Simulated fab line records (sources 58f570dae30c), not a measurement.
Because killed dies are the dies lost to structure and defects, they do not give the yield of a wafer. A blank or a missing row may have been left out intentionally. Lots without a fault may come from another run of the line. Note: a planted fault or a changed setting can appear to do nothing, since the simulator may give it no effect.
Which tool did it? | flow berkeley_cmos170 | 21 wafers from 7 lots sampled at 3 of the route's 331 steps

## WHAT THE GAUGES SHOWED, per wafer
UCB170_V2_CD_MEAS_12: target cd 700 nm.
lot  | measured     | on        | cd_nm (nm)
L957 | day 8 16:29  | cd_sem-01 | 698.6 695.4 697.5
L960 | day 9 14:35  | cd_sem-01 | 699.0 700.8 699.9
L961 | day 9 14:46  | cd_sem-01 | 698.9 699.5 699.9
L967 | day 11 13:49 | cd_sem-02 | 700.8 698.9 700.6
L976 | day 12 22:19 | cd_sem-02 | 698.7 698.4 699.1
L977 | day 13 07:36 | cd_sem-01 | 699.2 697.3 697.4
L980 | day 13 11:23 | cd_sem-02 | 699.3 699.4 700.5

## WHICH TOOL RAN EACH LOT (tool, then ch and the chambers of the sampled wafers, then the start)
lot  | UCB170_GATE_COAT_07               | UCB170_M1_SPUTTER_00
L957 | litho_track-04 ch 0, day 7 01:00  | pvd_sputter-01, day 8 04:29
L960 | litho_track-04 ch 0, day 8 03:00  | pvd_sputter-03, day 9 02:05
L961 | litho_track-03 ch 0, day 8 03:00  | pvd_sputter-01, day 9 02:41
L967 | litho_track-03 ch 0, day 9 23:00  | pvd_sputter-03, day 10 23:36
L976 | litho_track-02 ch 0, day 11 06:00 | pvd_sputter-04, day 12 08:56
L977 | litho_track-04 ch 0, day 11 12:00 | pvd_sputter-01, day 12 15:35
L980 | litho_track-02 ch 0, day 11 21:00 | pvd_sputter-01, day 12 21:48
- UCB170_GATE_COAT_07: resist thk 900 nm.
- UCB170_M1_SPUTTER_00: material Al, target thk 600 nm, time 80 s.

## THE ANSWER, worked out from the rows above alone
Rule: the usual values come from the lots themselves. Put in order of their means at a reading, lots are off if they are a third of the lots or fewer, leave a main group of 4 or more, and stand apart from it by a gap of 3 or more times the standard deviation of the main group's means; of several such gaps the widest counts. If all means in a main group match to the digits the tables above print for the reading, that group is not used. A lot without any number at a reading at which 4 lots or more have one is off too. Where the step has rows for the other lots, those lots are counted as sound.
No lot is off on any of the readings shown, so nothing can be concluded from this.

## WHAT THE SIMULATOR PUT IN
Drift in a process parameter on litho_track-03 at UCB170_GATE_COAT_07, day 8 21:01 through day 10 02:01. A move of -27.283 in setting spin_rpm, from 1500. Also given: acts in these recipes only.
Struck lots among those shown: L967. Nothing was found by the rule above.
